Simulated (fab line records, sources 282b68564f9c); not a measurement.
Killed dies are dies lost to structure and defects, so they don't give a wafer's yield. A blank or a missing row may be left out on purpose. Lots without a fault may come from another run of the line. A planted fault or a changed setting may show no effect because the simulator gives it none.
Which tool did it? | flow rit_cmos | 13 lots, 39 wafers sampled, at 4 steps of a route of 202

WHAT THE GAUGES READ, wafer by wafer
RIT_NRETRO_OVL_MEAS_06. Usual: NRETRO_OVL -1.4 nm, standard deviation 1.1.
lot  | measured    | on         | NRETRO_OVL (nm) | flag
L142 | day 2 07:29 | overlay-02 | -0.6 -1.3 -2.5  |
L143 | day 2 12:42 | overlay-02 | -2.5 -1.7 -1.7  |
L145 | day 2 23:49 | overlay-02 | -3.4 -3.2 -2.5  |
L147 | day 3 11:02 | overlay-01 | -1.3 -0.1 -0.1  |
L150 | day 3 22:55 | overlay-01 | - - -           | OFF
L152 | day 4 10:22 | overlay-01 | -2.5 -2.3 -1.7  |
L156 | day 5 05:42 | overlay-02 | 0.0 -2.1 -0.7   |
L159 | day 5 19:30 | overlay-02 | -1.4 0.2 0.9    |
L161 | day 6 06:14 | overlay-01 | -0.5 -0.3 1.7   |
L162 | day 6 11:49 | overlay-01 | -2.9 -0.8 -2.5  |
L163 | day 6 14:46 | overlay-02 | -1.4 -0.7 -1.4  |
L164 | day 6 20:28 | overlay-02 | 0.4 -1.5 -1.2   |
L165 | day 7 04:41 | overlay-02 | -2.7 -1.3 -1.9  |

RIT_NRETRO_TW_MEAS_10. Usual: NRETRO_TW 1047, standard deviation 7.6.
lot  | measured    | on            | NRETRO_TW      | flag
L142 | day 2 08:07 | film_metro-03 | 1043 1047 1045 |
L143 | day 2 13:19 | film_metro-03 | 1050 1050 1046 |
L145 | day 3 00:26 | film_metro-02 | 1042 1048 1046 |
L147 | day 3 11:39 | film_metro-04 | 1053 1049 1052 |
L150 | day 3 23:32 | film_metro-02 | 30 30 30       | OFF
L152 | day 4 10:58 | film_metro-03 | 1047 1050 1050 |
L156 | day 5 06:19 | film_metro-02 | 1039 1040 1034 |
L159 | day 5 20:07 | film_metro-04 | 1047 1050 1042 |
L161 | day 6 06:51 | film_metro-03 | 1057 1058 1056 |
L162 | day 6 12:25 | film_metro-03 | 1056 1058 1055 |
L163 | day 6 15:23 | film_metro-02 | 1039 1038 1042 |
L164 | day 6 21:04 | film_metro-04 | 1060 1064 1065 |
L165 | day 7 05:19 | film_metro-04 | 1048 1042 1050 |

RIT_PRETRO_TW_MEAS_10. Usual: PRETRO_TW 474, standard deviation 5.
lot  | measured    | on            | PRETRO_TW      | flag
L142 | day 2 09:47 | film_metro-02 | 475 478 477    |
L143 | day 2 14:52 | film_metro-02 | 473 474 476    |
L145 | day 3 01:59 | film_metro-01 | 465 467 463    |
L147 | day 3 13:12 | film_metro-01 | 465 468 467    |
L150 | day 4 01:13 | film_metro-02 | 1066 1064 1060 | OFF
L152 | day 4 12:54 | film_metro-02 | 475 471 472    |
L156 | day 5 07:59 | film_metro-03 | 478 479 479    |
L159 | day 5 21:47 | film_metro-02 | 476 474 473    |
L161 | day 6 08:34 | film_metro-03 | 481 479 480    |
L162 | day 6 14:06 | film_metro-03 | 481 481 482    |
L163 | day 6 16:56 | film_metro-02 | 474 472 474    |
L164 | day 6 22:45 | film_metro-03 | 481 483 477    |
L165 | day 7 06:59 | film_metro-03 | 480 477 479    |

WHICH TOOL RAN EACH LOT (tool, then ch and the chambers of the sampled wafers, then the start)
lot  | RIT_NRETRO_EXPOSE_03
L142 | iline_stepper-02 ch 0, day 2 07:04
L143 | iline_stepper-01 ch 0, day 2 12:16
L145 | iline_stepper-02 ch 0, day 2 23:25
L147 | iline_stepper-01 ch 0, day 3 10:37
L150 | iline_stepper-01 ch 0, day 3 22:29
L152 | iline_stepper-02 ch 0, day 4 09:56
L156 | iline_stepper-02 ch 0, day 5 05:17
L159 | iline_stepper-01 ch 0, day 5 18:49
L161 | iline_stepper-02 ch 0, day 6 05:49
L162 | iline_stepper-01 ch 0, day 6 11:23
L163 | iline_stepper-01 ch 0, day 6 14:21
L164 | iline_stepper-01 ch 0, day 6 20:02
L165 | iline_stepper-01 ch 0, day 7 04:17
- RIT_NRETRO_EXPOSE_03: exposes mask M4, target cd 43900 nm.

WHAT THE TOOLS THEMSELVES READ (means of the sampled wafers that have a number; where no wafer has one, the mark that the record gives instead)
RIT_NRETRO_EXPOSE_03. Usual: exposure_dose_mJ_cm2 250.05, standard deviation 0.23.
lot  | tool             | exposure_dose_mJ_cm2 | flag
L142 | iline_stepper-02 | 249.88               |
L143 | iline_stepper-01 | 249.82               |
L145 | iline_stepper-02 | 249.70               |
L147 | iline_stepper-01 | 250.02               |
L150 | iline_stepper-01 | 249.84               |
L152 | iline_stepper-02 | 249.89               |
L156 | iline_stepper-02 | 250.05               |
L159 | iline_stepper-01 | 249.90               |
L161 | iline_stepper-02 | 250.11               |
L162 | iline_stepper-01 | 250.07               |
L163 | iline_stepper-01 | 249.90               |
L164 | iline_stepper-01 | 250.23               |
L165 | iline_stepper-01 | 249.77               |

THE ANSWER, worked out from the rows above alone
Rule: a lot is off if the mean of its wafers that have a number lies more than 3 standard deviations from the usual mean. A lot without any number at a reading at which 4 lots or more have one is off too. The other lots that the step has rows for count as sound. The gauges are gone through in route order, then the tools' own readings, and for those a lot's mean is taken as printed above. The first step at which some lot is off is used, and at that step the reading that is off furthest; a lot without a number counts as furthest.
Off: L150, at RIT_NRETRO_OVL_MEAS_06 (NRETRO_OVL). Without a number there: L150.
A tool fits if, at a process step before that reading, it ran every lot that is off, and no sound lot after the first of them. The gauges at RIT_NRETRO_OVL_MEAS_06 aren't tried: what is off there is off at RIT_NRETRO_TW_MEAS_10 too, on other tools, and a gauge's error can't cause that. None of those tried fits.

WHAT THE SIMULATOR HAD PUT IN
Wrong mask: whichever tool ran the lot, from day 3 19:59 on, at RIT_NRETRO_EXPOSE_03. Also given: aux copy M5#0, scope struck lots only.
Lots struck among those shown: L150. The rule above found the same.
